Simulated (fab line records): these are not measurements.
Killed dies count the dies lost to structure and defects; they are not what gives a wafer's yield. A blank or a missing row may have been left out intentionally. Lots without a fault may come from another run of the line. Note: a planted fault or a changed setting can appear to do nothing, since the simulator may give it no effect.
8D (eight disciplines) problem report, filled in by code / flow rit_cmos / the parts of the form that need people (team, actions taken, sign-off) are left out

1. WHAT IS WRONG
At RIT_NWELL_IMPLANT_08, beam_energy_keV averages 152.99 over 9 wafers from 3 lots, while fault-free wafers read 170.00, standard deviation 0.05. So: -99 or more standard deviations from the usual mean.
Earliest sighting: wafer L985.3 on implanter-02 at day 4 14:45. At this step, 45 wafers from 15 lots have a number in the record. The rule behind "out" and "out of limits": a value lying over 4 standard deviations away from the usual mean. The other wafers with a number count as sound.

2. WHAT IT IS AND WHAT IT IS NOT
question=which readings at this step | is=beam_energy_keV | is not=-
question=which lots | is=L985, L988, L989 | is not=L972, L974, L975, L977, L979, L980, L981, L982, L983, L987, L993, L995
question=which wafers of those lots | is=all that have a number | is not=-
question=read on which tools | is=implanter-02 | is not=implanter-01, implanter-04
question=when | is=from day 4 14:45 | is not=up to then (27 sound wafers); but 9 sound wafers of L987, L993, L995 came after

3. SUSPECTS, AND WHAT RULES EACH OUT
Counting: a tool at a process step up to the reading stays a suspect if it ran every lot that is out and no sound lot after the first of them.
- implanter-02 at RIT_NWELL_IMPLANT_08: kept. It processed each lot that is out, first L985 at day 4 14:45, and no sound lot thereafter; up to then, the last sound lot it processed was L983 at day 4 03:50. On those wafers its own readings are out: beam_energy_keV.
The count leaves implanter-02 at RIT_NWELL_IMPLANT_08.

4. THE CAUSE (what the simulator had put in)
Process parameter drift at RIT_NWELL_IMPLANT_08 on implanter-02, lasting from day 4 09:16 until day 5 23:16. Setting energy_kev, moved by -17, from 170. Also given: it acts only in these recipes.
This tool alone remained once counting was done.

5. THE EFFECT CHAIN, in route order
Each row: a reading where the mean over the struck wafers with a number is more than 3 standard deviations away from the usual. Readings are gone through only where the record gives a usual standard deviation; hours: the median, over the lots, of the time from a lot's start at the first step in this table giving one to that lot's start at this step; sigmas: the change measured in usual standard deviations.
hours=0; step=RIT_NWELL_IMPLANT_08; reading=beam_energy_keV; usual=170.00; on struck wafers=152.99; change=-17.01; sigmas=-99 or more
Process steps it contains:
- RIT_NWELL_IMPLANT_08

6. HOW IT WOULD HAVE BEEN CAUGHT EARLIER
5 hours passed between the start of the fault at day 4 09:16 and the first reading out of limits in this record, taken at day 4 14:45.
